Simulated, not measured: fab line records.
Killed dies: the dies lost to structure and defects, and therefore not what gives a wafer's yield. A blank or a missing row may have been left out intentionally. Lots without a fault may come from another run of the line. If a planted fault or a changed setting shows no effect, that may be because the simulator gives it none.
Which tool was responsible? ; flow rit_cmos ; route of 202 steps, sampled at 1 step: 14 lots, 42 wafers

## WHAT THE GAUGES READ, wafer by wafer
The record holds no reading of a measuring or inspecting step that can be judged against a usual standard deviation.

## EACH LOT AND THE TOOL THAT RAN IT (in order: tool; ch and the chambers of the sampled wafers; start)
lot;RIT_PLDD_EXPOSE_03
L445;iline_stepper-02 ch 0, day 3 00:17
L446;iline_stepper-02 ch 0, day 3 08:50
L447;iline_stepper-01 ch 0, day 3 11:01
L448;iline_stepper-02 ch 0, day 3 15:13
L449;iline_stepper-02 ch 0, day 3 20:25
L451;iline_stepper-01 ch 0, day 4 10:34
L452;iline_stepper-02 ch 0, day 4 12:20
L454;iline_stepper-02, day 4 21:06
L455;iline_stepper-02, day 5 03:14
L456;iline_stepper-02 ch 0, day 5 09:56
L464;iline_stepper-02 ch 0, day 7 01:48
L465;iline_stepper-01 ch 0, day 7 04:31
L466;iline_stepper-02 ch 0, day 7 08:35
L467;iline_stepper-02 ch 0, day 7 14:34
- RIT_PLDD_EXPOSE_03: exposes mask M8, target cd 40900 nm.

## AS READ BY THE TOOLS THEMSELVES (means over the sampled wafers that have a number; for cases with no such wafer, the mark the record gives instead)
RIT_PLDD_EXPOSE_03. Usual: exposure_dose_mJ_cm2 250.06, standard deviation 0.22; focus_offset_nm 0.0 nm, standard deviation 0.53.
lot;tool;exposure_dose_mJ_cm2;focus_offset_nm (nm);flag
L445;iline_stepper-02;249.97;-0.0;
L446;iline_stepper-02;250.10;-0.7;
L447;iline_stepper-01;250.12;-0.6;
L448;iline_stepper-02;249.78;-0.1;
L449;iline_stepper-02;249.95;-0.1;
L451;iline_stepper-01;249.93;-1.3;
L452;iline_stepper-02;250.11;0.3;
L454;iline_stepper-02;-;-;OFF
L455;iline_stepper-02;-;-;OFF
L456;iline_stepper-02;250.16;0.6;
L464;iline_stepper-02;250.10;-0.4;
L465;iline_stepper-01;249.94;0.0;
L466;iline_stepper-02;250.02;-0.2;
L467;iline_stepper-02;250.08;0.3;

## THE ANSWER, worked out from the rows above alone
Rule: take the mean of a lot's wafers that have a number; if it is more than 3 standard deviations from the usual mean, the lot is off. A lot without any number at a reading at which 4 lots or more have one is off too. The other lots that the step has rows for count as sound. Order of review: gauges by route order, followed by the tools' own readings, for which a lot's mean as printed above is used. At the first step where some lot is off, the reading lying furthest off is the one used; lots without a number count as furthest.
Off at RIT_PLDD_EXPOSE_03 (exposure_dose_mJ_cm2): L454, L455. Without a number there: L454, L455.
A tool fits if, at that step or a process step before it, it ran every lot that is off, and no sound lot after the first of them. Not one of the candidates tried fits.

## WHAT THE SIMULATOR HAD INSERTED
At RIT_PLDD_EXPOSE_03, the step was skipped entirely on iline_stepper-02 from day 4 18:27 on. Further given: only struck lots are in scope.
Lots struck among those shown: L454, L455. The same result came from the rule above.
